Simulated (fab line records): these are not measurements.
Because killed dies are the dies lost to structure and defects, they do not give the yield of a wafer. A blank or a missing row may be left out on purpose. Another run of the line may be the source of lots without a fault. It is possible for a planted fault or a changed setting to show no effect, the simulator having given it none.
Problem report, 8D (eight disciplines) form, completed by code -- flow berkeley-cmos170 -- the parts of the form that need people (team, actions taken, sign-off) are left out

1. WHAT IS WRONG
Wafers without a fault read 30.00 with a standard deviation of 0.03, while exposure-dose-mJ-cm2 at UCB170_PLDD_EXPOSE_03 averages 29.70 across 3 wafers of 1 lot. That is -10 standard deviations from the usual mean.
The step: exposes mask PSELECT, target cd 1200 nm.
First seen on wafer L451.1, day 11 16:35, on krf-scanner-01. The record has a number at this step for 39 wafers belonging to 13 lots. The rule behind "out" and "out of limits": a value lying over 4 standard deviations away from the usual mean. The rest of the wafers with a number are treated as sound.

2. WHAT IT IS; WHAT IT IS NOT
question,is,is not
which readings at this step,exposure-dose-mJ-cm2,-
which lots,L451,"L431, L432, L433, L434, L435, L436, L438, L439, L441, L442, L443, L444"
which wafers of those lots,all that have a number,-
read on which tools,krf-scanner-01,krf-scanner-02
when,from day 11 16:35,up to then (36 sound wafers)

3. SUSPECTS, AND WHAT RULES EACH OUT
Counting: a tool at any process step up to the reading remains a suspect when it ran all the lots that are out and ran no sound lot after the first of those.
- plasma-asher-04 at UCB170_PFIELD_STRIP_08 (strips in O2): kept. It ran the lot that is out, L451 (day 9 15:34), and no sound lot after that; its last sound lot up to then is L444 (day 8 02:16).
- krf-scanner-01 at UCB170_PLDD_EXPOSE_03 (exposes mask PSELECT, target cd 1200 nm): kept. It ran the lot that is out, L451 (day 11 16:35), and no sound lot after that; its last sound lot up to then is L443 (day 10 05:13). Its own exposure-dose-mJ-cm2 readings are out on those wafers.
Remaining after the count are plasma-asher-04 at UCB170_PFIELD_STRIP_08 and krf-scanner-01 at UCB170_PLDD_EXPOSE_03.

4. THE CAUSE (what the simulator had put in)
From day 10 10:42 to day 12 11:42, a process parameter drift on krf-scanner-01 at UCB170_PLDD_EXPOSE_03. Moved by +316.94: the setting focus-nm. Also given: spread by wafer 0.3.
Counting left 2 suspects, and this tool is among them.

5. THE CHAIN OF EFFECTS, in route order
One row per reading whose mean, taken over the struck wafers that have a number, lies over 3 standard deviations from the usual. Readings are gone through only where the record gives a usual standard deviation; hours: the median, over the lots, of the time from a lot's start at the first step in this table giving one to that lot's start at this step; sigmas: the change measured in usual standard deviations.
hours,step,reading,usual,on struck wafers,change,sigmas
0,UCB170_PLDD_EXPOSE_03,exposure-dose-mJ-cm2,30.00,29.70,-0.30,-10
Process steps it contains:
- UCB170_PLDD_EXPOSE_03: exposes mask PSELECT, target cd 1200 nm.

6. HOW IT WOULD HAVE BEEN CAUGHT EARLIER
In this record no reading fell out of limits until day 11 16:35, 30 hours after the fault had begun at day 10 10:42.
